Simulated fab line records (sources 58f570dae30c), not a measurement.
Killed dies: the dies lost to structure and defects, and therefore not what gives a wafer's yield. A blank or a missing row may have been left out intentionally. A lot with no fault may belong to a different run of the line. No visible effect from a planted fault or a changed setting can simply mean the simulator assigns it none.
Which tool did it? / flow berkeley-cmos170 / 14 lots, 42 wafers sampled, at 6 steps of a route of 331

WHAT THE GAUGES READ, wafer by wafer
UCB170_START_BOW_MEAS_00. Usual: INCOMING_BOW typically reads -1 um, with standard deviation 5.9.
lot=L120; measured=day 1 10:01; on=film-metro-03; INCOMING_BOW (um)=-2 -6 -3; flag=
lot=L121; measured=day 1 15:01; on=film-metro-02; INCOMING_BOW (um)=-6 6 8; flag=
lot=L123; measured=day 2 01:00; on=film-metro-02; INCOMING_BOW (um)=1 1 1; flag=
lot=L124; measured=day 2 06:00; on=film-metro-02; INCOMING_BOW (um)=-6 8 -3; flag=
lot=L125; measured=day 2 11:00; on=film-metro-02; INCOMING_BOW (um)=-8 3 -7; flag=
lot=L126; measured=day 2 16:11; on=film-metro-01; INCOMING_BOW (um)=16 6 13; flag=
lot=L127; measured=day 2 21:02; on=film-metro-03; INCOMING_BOW (um)=-5 3 -11; flag=
lot=L129; measured=day 3 07:00; on=film-metro-02; INCOMING_BOW (um)=6 -10 1; flag=
lot=L130; measured=day 3 12:02; on=film-metro-01; INCOMING_BOW (um)=6 0 6; flag=
lot=L132; measured=day 3 22:02; on=film-metro-02; INCOMING_BOW (um)=15 3 1; flag=
lot=L134; measured=day 4 08:00; on=film-metro-02; INCOMING_BOW (um)=-7 20 -8; flag=
lot=L135; measured=day 4 13:00; on=film-metro-03; INCOMING_BOW (um)=-9 2 -1; flag=
lot=L142; measured=day 6 00:04; on=film-metro-01; INCOMING_BOW (um)=-14 -10 2; flag=
lot=L143; measured=day 6 05:00; on=film-metro-01; INCOMING_BOW (um)=-3 8 -5; flag=

UCB170_NWELL_THK_MEAS_05. Usual: NWELL_NITRIDE_THK typically reads 224.3 nm, with standard deviation 1.5.
lot=L120; measured=day 2 04:52; on=film-metro-04; NWELL_NITRIDE_THK (nm)=221.6 221.7 224.6; flag=
lot=L121; measured=day 2 07:37; on=film-metro-04; NWELL_NITRIDE_THK (nm)=225.2 223.2 225.7; flag=
lot=L123; measured=day 2 22:53; on=film-metro-01; NWELL_NITRIDE_THK (nm)=223.4 225.7 222.7; flag=
lot=L124; measured=day 2 22:53; on=film-metro-04; NWELL_NITRIDE_THK (nm)=225.0 223.8 225.4; flag=
lot=L125; measured=day 3 06:25; on=film-metro-04; NWELL_NITRIDE_THK (nm)=225.9 225.7 226.5; flag=
lot=L126; measured=day 3 14:14; on=film-metro-02; NWELL_NITRIDE_THK (nm)=223.4 221.6 223.0; flag=
lot=L127; measured=day 3 14:14; on=film-metro-04; NWELL_NITRIDE_THK (nm)=226.5 226.1 225.5; flag=
lot=L129; measured=day 4 08:16; on=film-metro-04; NWELL_NITRIDE_THK (nm)=224.7 226.3 226.8; flag=
lot=L130; measured=day 4 10:25; on=film-metro-04; NWELL_NITRIDE_THK (nm)=223.9 224.8 223.3; flag=
lot=L132; measured=day 4 17:59; on=film-metro-01; NWELL_NITRIDE_THK (nm)=442.3 443.5 443.3; flag=OFF
lot=L134; measured=day 5 06:31; on=film-metro-01; NWELL_NITRIDE_THK (nm)=224.3 222.9 222.6; flag=
lot=L135; measured=day 5 14:48; on=film-metro-01; NWELL_NITRIDE_THK (nm)=448.7 450.5 448.0; flag=OFF
lot=L142; measured=day 6 21:20; on=film-metro-01; NWELL_NITRIDE_THK (nm)=225.2 224.2 223.9; flag=
lot=L143; measured=day 7 03:52; on=film-metro-04; NWELL_NITRIDE_THK (nm)=224.5 224.9 223.6; flag=

UCB170_ACTIVE_OVL_MEAS_14. Usual: ACTIVE_OVL typically reads -1 nm, with standard deviation 5.7.
lot=L120; measured=day 4 05:25; on=overlay-02; ACTIVE_OVL (nm)=-7 0 -6; flag=
lot=L121; measured=day 4 11:34; on=overlay-01; ACTIVE_OVL (nm)=-4 -11 -8; flag=
lot=L123; measured=day 5 01:28; on=overlay-01; ACTIVE_OVL (nm)=6 9 3; flag=
lot=L124; measured=day 5 01:14; on=overlay-02; ACTIVE_OVL (nm)=0 1 -8; flag=
lot=L125; measured=day 5 07:48; on=overlay-02; ACTIVE_OVL (nm)=-4 2 -4; flag=
lot=L126; measured=day 5 22:08; on=overlay-01; ACTIVE_OVL (nm)=6 5 -1; flag=
lot=L127; measured=day 5 13:53; on=overlay-01; ACTIVE_OVL (nm)=-1 -1 3; flag=
lot=L129; measured=day 6 04:49; on=overlay-01; ACTIVE_OVL (nm)=12 12 10; flag=
lot=L130; measured=day 6 14:55; on=overlay-02; ACTIVE_OVL (nm)=-10 -12 -13; flag=
lot=L134; measured=day 7 17:15; on=overlay-01; ACTIVE_OVL (nm)=-10 -8 -5; flag=
lot=L142; measured=day 8 21:58; on=overlay-02; ACTIVE_OVL (nm)=-5 -5 0; flag=
lot=L143; measured=day 9 00:24; on=overlay-02; ACTIVE_OVL (nm)=-3 -3 -5; flag=

EACH LOT AND THE TOOL THAT RAN IT (in order: tool; ch and the chambers of the sampled wafers; start)
lot=L120; UCB170_NWELL_CVD_04=lpcvd-02 ch 1, day 2 02:56; UCB170_NWELL_ETCH_13=rie-diel-02 ch 0,2,3, day 2 06:01; UCB170_NWELL_STRIP_15=plasma-asher-04 ch 0, day 2 06:16
lot=L121; UCB170_NWELL_CVD_04=lpcvd-01 ch 0, day 2 05:40; UCB170_NWELL_ETCH_13=rie-diel-01 ch 1,2,3, day 2 08:33; UCB170_NWELL_STRIP_15=plasma-asher-04 ch 0,1, day 2 08:48
lot=L123; UCB170_NWELL_CVD_04=lpcvd-02 ch 0, day 2 20:58; UCB170_NWELL_ETCH_13=rie-diel-01 ch 0,2, day 3 00:02; UCB170_NWELL_STRIP_15=plasma-asher-01 ch 0,1, day 3 00:17
lot=L124; UCB170_NWELL_CVD_04=lpcvd-02 ch 0, day 2 20:58; UCB170_NWELL_ETCH_13=rie-diel-02 ch 0,3, day 3 00:19; UCB170_NWELL_STRIP_15=plasma-asher-04 ch 0,1, day 3 00:34
lot=L125; UCB170_NWELL_CVD_04=lpcvd-02 ch 0, day 3 04:29; UCB170_NWELL_ETCH_13=rie-diel-02 ch 0,2, day 3 07:39; UCB170_NWELL_STRIP_15=plasma-asher-04 ch 0,1, day 3 07:55
lot=L126; UCB170_NWELL_CVD_04=lpcvd-01 ch 1, day 3 12:17; UCB170_NWELL_ETCH_13=rie-diel-01 ch 0,2,3, day 3 15:11; UCB170_NWELL_STRIP_15=plasma-asher-04 ch 0,1, day 3 15:26
lot=L127; UCB170_NWELL_CVD_04=lpcvd-01 ch 1, day 3 12:17; UCB170_NWELL_ETCH_13=rie-diel-02 ch 1,2, day 3 15:28; UCB170_NWELL_STRIP_15=plasma-asher-02 ch 0,1, day 3 15:45
lot=L129; UCB170_NWELL_CVD_04=lpcvd-02 ch 1, day 4 06:20; UCB170_NWELL_ETCH_13=rie-diel-03 ch 0,1,3, day 4 09:12; UCB170_NWELL_STRIP_15=plasma-asher-02 ch 0,1, day 4 09:28
lot=L130; UCB170_NWELL_CVD_04=lpcvd-02 ch 0, day 4 08:28; UCB170_NWELL_ETCH_13=rie-diel-01 ch 1,2, day 4 12:29; UCB170_NWELL_STRIP_15=plasma-asher-01 ch 0,1, day 4 12:46
lot=L132; UCB170_NWELL_CVD_04=lpcvd-02 ch 0, day 4 13:53; UCB170_NWELL_ETCH_13=rie-diel-03 ch 0,1, day 4 19:14; UCB170_NWELL_STRIP_15=plasma-asher-04 ch 0,1, day 4 19:31
lot=L134; UCB170_NWELL_CVD_04=lpcvd-01 ch 0, day 5 03:37; UCB170_NWELL_ETCH_13=rie-diel-01 ch 1,2,3, day 5 07:27; UCB170_NWELL_STRIP_15=plasma-asher-02 ch 0,1, day 5 07:42
lot=L135; UCB170_NWELL_CVD_04=lpcvd-01 ch 1, day 5 10:46; UCB170_NWELL_ETCH_13=rie-diel-03 ch 0,1,2, day 5 15:44; UCB170_NWELL_STRIP_15=plasma-asher-01 ch 0,1, day 5 16:05
lot=L142; UCB170_NWELL_CVD_04=lpcvd-01 ch 0, day 6 19:24; UCB170_NWELL_ETCH_13=rie-diel-03 ch 0,1,2, day 6 22:17; UCB170_NWELL_STRIP_15=plasma-asher-02 ch 0,1, day 6 22:32
lot=L143; UCB170_NWELL_CVD_04=lpcvd-01 ch 1, day 7 01:56; UCB170_NWELL_ETCH_13=rie-diel-03 ch 1,3, day 7 05:26; UCB170_NWELL_STRIP_15=plasma-asher-02 ch 0,1, day 7 05:41
- UCB170_NWELL_CVD_04: deposits Si3N4 from SiH2Cl2/NH3, target thk 224 nm, time 3360 s.
- UCB170_NWELL_ETCH_13: etches Si3N4 in CH3F/Ar/O2, stops on SiO2, target depth 246.4 nm, time 154 s.
- UCB170_NWELL_STRIP_15: strips in O2.

AS READ BY THE TOOLS THEMSELVES (means over the sampled wafers that have a number; for cases with no such wafer, the mark the record gives instead)
UCB170_NWELL_ETCH_13. Usual: CH3F_flow_sccm 19.99 sccm, standard deviation 0.071; drypump-motor-current-A 5.7 A, standard deviation 0.44; oes-product-au 0.946 a.u., standard deviation 0.014; throttle-valve-pct 8.00 %, standard deviation 0.16.
lot=L120; tool=rie-diel-02; CH3F_flow_sccm (sccm)=19.98; drypump-motor-current-A (A)=5.9; oes-product-au (a.u.)=0.940; throttle-valve-pct (%)=8.09; flag=
lot=L121; tool=rie-diel-01; CH3F_flow_sccm (sccm)=19.99; drypump-motor-current-A (A)=5.6; oes-product-au (a.u.)=0.952; throttle-valve-pct (%)=7.93; flag=
lot=L123; tool=rie-diel-01; CH3F_flow_sccm (sccm)=20.00; drypump-motor-current-A (A)=5.4; oes-product-au (a.u.)=0.951; throttle-valve-pct (%)=8.07; flag=
lot=L124; tool=rie-diel-02; CH3F_flow_sccm (sccm)=19.98; drypump-motor-current-A (A)=6.2; oes-product-au (a.u.)=0.933; throttle-valve-pct (%)=8.09; flag=
lot=L125; tool=rie-diel-02; CH3F_flow_sccm (sccm)=20.00; drypump-motor-current-A (A)=5.7; oes-product-au (a.u.)=0.961; throttle-valve-pct (%)=7.95; flag=
lot=L126; tool=rie-diel-01; CH3F_flow_sccm (sccm)=19.98; drypump-motor-current-A (A)=5.4; oes-product-au (a.u.)=0.952; throttle-valve-pct (%)=8.04; flag=
lot=L127; tool=rie-diel-02; CH3F_flow_sccm (sccm)=20.01; drypump-motor-current-A (A)=5.3; oes-product-au (a.u.)=0.968; throttle-valve-pct (%)=7.96; flag=
lot=L129; tool=rie-diel-03; CH3F_flow_sccm (sccm)=20.01; drypump-motor-current-A (A)=6.0; oes-product-au (a.u.)=0.949; throttle-valve-pct (%)=7.94; flag=
lot=L130; tool=rie-diel-01; CH3F_flow_sccm (sccm)=19.96; drypump-motor-current-A (A)=5.7; oes-product-au (a.u.)=0.946; throttle-valve-pct (%)=7.83; flag=
lot=L132; tool=rie-diel-03; CH3F_flow_sccm (sccm)=19.91; drypump-motor-current-A (A)=5.7; oes-product-au (a.u.)=1.006; throttle-valve-pct (%)=8.03; flag=OFF
lot=L134; tool=rie-diel-01; CH3F_flow_sccm (sccm)=20.01; drypump-motor-current-A (A)=5.6; oes-product-au (a.u.)=0.947; throttle-valve-pct (%)=7.94; flag=
lot=L135; tool=rie-diel-03; CH3F_flow_sccm (sccm)=20.02; drypump-motor-current-A (A)=5.5; oes-product-au (a.u.)=1.007; throttle-valve-pct (%)=8.02; flag=OFF
lot=L142; tool=rie-diel-03; CH3F_flow_sccm (sccm)=20.01; drypump-motor-current-A (A)=5.5; oes-product-au (a.u.)=0.949; throttle-valve-pct (%)=8.01; flag=
lot=L143; tool=rie-diel-03; CH3F_flow_sccm (sccm)=19.96; drypump-motor-current-A (A)=6.2; oes-product-au (a.u.)=0.939; throttle-valve-pct (%)=7.83; flag=

UCB170_NWELL_STRIP_15. Usual: drypump-motor-current-A 5.6 A, standard deviation 0.58; oes-product-au 0.721 a.u., standard deviation 0.0048; strip-time-to-endpoint-s 18.07 s, standard deviation 0.12.
lot=L120; tool=plasma-asher-04; drypump-motor-current-A (A)=5.0; oes-product-au (a.u.)=0.719; strip-time-to-endpoint-s (s)=18.19; flag=
lot=L121; tool=plasma-asher-04; drypump-motor-current-A (A)=5.3; oes-product-au (a.u.)=0.718; strip-time-to-endpoint-s (s)=18.02; flag=
lot=L123; tool=plasma-asher-01; drypump-motor-current-A (A)=6.0; oes-product-au (a.u.)=0.724; strip-time-to-endpoint-s (s)=18.18; flag=
lot=L124; tool=plasma-asher-04; drypump-motor-current-A (A)=5.1; oes-product-au (a.u.)=0.724; strip-time-to-endpoint-s (s)=18.07; flag=
lot=L125; tool=plasma-asher-04; drypump-motor-current-A (A)=5.1; oes-product-au (a.u.)=0.725; strip-time-to-endpoint-s (s)=18.11; flag=
lot=L126; tool=plasma-asher-04; drypump-motor-current-A (A)=5.1; oes-product-au (a.u.)=0.720; strip-time-to-endpoint-s (s)=18.10; flag=
lot=L127; tool=plasma-asher-02; drypump-motor-current-A (A)=5.9; oes-product-au (a.u.)=0.721; strip-time-to-endpoint-s (s)=18.20; flag=
lot=L129; tool=plasma-asher-02; drypump-motor-current-A (A)=5.3; oes-product-au (a.u.)=0.721; strip-time-to-endpoint-s (s)=18.00; flag=
lot=L130; tool=plasma-asher-01; drypump-motor-current-A (A)=5.9; oes-product-au (a.u.)=0.727; strip-time-to-endpoint-s (s)=18.15; flag=
lot=L132; tool=plasma-asher-04; drypump-motor-current-A (A)=5.2; oes-product-au (a.u.)=0.723; strip-time-to-endpoint-s (s)=18.05; flag=
lot=L134; tool=plasma-asher-02; drypump-motor-current-A (A)=5.8; oes-product-au (a.u.)=0.723; strip-time-to-endpoint-s (s)=18.02; flag=
lot=L135; tool=plasma-asher-01; drypump-motor-current-A (A)=6.0; oes-product-au (a.u.)=0.725; strip-time-to-endpoint-s (s)=18.00; flag=
lot=L142; tool=plasma-asher-02; drypump-motor-current-A (A)=5.9; oes-product-au (a.u.)=0.720; strip-time-to-endpoint-s (s)=17.95; flag=
lot=L143; tool=plasma-asher-02; drypump-motor-current-A (A)=5.3; oes-product-au (a.u.)=0.725; strip-time-to-endpoint-s (s)=17.97; flag=

THE ANSWER, worked out from the rows above alone
Rule: take the mean of a lot's wafers that have a number; if it is more than 3 standard deviations from the usual mean, the lot is off. A lot without any number at a reading at which 4 lots or more have one is off too. Where the step has rows for the other lots, those lots are counted as sound. Order of review: gauges by route order, followed by the tools' own readings, for which a lot's mean as printed above is used. The first step at which some lot is off is used, and at that step the reading that is off furthest; a lot without a number counts as furthest.
Off: L132, L135, seen at UCB170_NWELL_THK_MEAS_05 (NWELL_NITRIDE_THK).
A tool fits if, at a process step before that reading, it ran every lot that is off, and no sound lot after the first of them. The gauges at UCB170_NWELL_THK_MEAS_05 aren't tried: what is off there is off at UCB170_NWELL_ETCH_13 too, on other tools, and a gauge's error can't cause that. Of those tried, none fits.

WHAT THE SIMULATOR PUT IN
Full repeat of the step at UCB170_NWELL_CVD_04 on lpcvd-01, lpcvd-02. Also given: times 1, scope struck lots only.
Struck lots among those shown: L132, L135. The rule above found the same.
